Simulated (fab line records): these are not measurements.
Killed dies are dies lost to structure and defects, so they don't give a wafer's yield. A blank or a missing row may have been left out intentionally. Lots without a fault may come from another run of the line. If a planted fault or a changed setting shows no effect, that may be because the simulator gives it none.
2 desks looking at one fault -- flow berkeley_cmos170 -- what lay behind the numbers comes last; until then each desk has only its own

## FROM THE METROLOGY DESK
Means of the sampled wafers that have a number, per lot and without regard to the tool the lot ran on: this is what the gauges read. If a lot's mean is further than 4 standard deviations from the usual mean, the lot is out of limits and carries the mark OUT (the distance appears in the brackets).
Columns: A = START_OXIDE_THK at UCB170_START_THK_MEAS_03, usual 20.1 nm; B = cd_nm at UCB170_GATE_CD_MEAS_90, usual 350.1 nm
lot,first seen here,A,B
L796,day 1 14:11,19.7,347.2
L797,day 1 18:05,20.2,349.6
L801,day 2 13:38,20.1,349.1
L800,day 2 13:39,20.3,348.6
L802,day 2 23:53,20.3,351.1
L803,day 2 23:53,20.1,350.2
L804,day 3 06:05,20.4,348.7
L805,day 3 14:14,20.2,348.5
L806,day 3 14:14,19.7,351.2
L808,day 4 03:08,20.7,349.6
L813,day 5 04:53,20.0,349.7
L815,day 5 14:36,20.2,350.1
L816,day 5 18:43,20.6,351.2
L819,day 6 09:04,20.2,351.8
This desk's finding: nothing out of limits on any of the 14 lots.

## TOOL OWNER'S DESK, rie_diel-02
The tool's own readings at UCB170_V2_ETCH_14 (etches SiO2 in CHF3/CF4/Ar, stops on Al, target depth 1250 nm, time 291 s): means of the sampled wafers that have a number, for each lot that ran on this tool. If a lot's mean is further than 4 standard deviations from the usual mean, the lot is out of limits and carries the mark OUT (the distance appears in the brackets).
Columns: A = chamber_pressure_mTorr at UCB170_V2_ETCH_14, usual 199.97 mTorr; B = drypump_motor_current_A at UCB170_V2_ETCH_14, usual 5.8 A; C = oes_product_au at UCB170_V2_ETCH_14, usual 0.873 a.u.; D = throttle_valve_pct at UCB170_V2_ETCH_14, usual 6.94 %
lot,first seen here,A,B,C,D
L802,day 9 07:20,200.01,5.6,0.867,7.00
L804,day 9 14:58,199.95,5.6,0.871,6.94
L808,day 10 10:02,200.18,6.1,0.868,6.93
L815,day 11 07:45,200.01,5.6,0.868,6.93
L816,day 11 15:56,199.90,5.6,0.871,6.93
This desk's finding: nothing out of limits on any of the 5 lots.

## BROUGHT TOGETHER
Nothing out of limits was seen by the metrology desk.
Nothing out of limits was seen by the tool owner's desk.

## WHAT HAD BEEN PUT IN BY THE SIMULATOR
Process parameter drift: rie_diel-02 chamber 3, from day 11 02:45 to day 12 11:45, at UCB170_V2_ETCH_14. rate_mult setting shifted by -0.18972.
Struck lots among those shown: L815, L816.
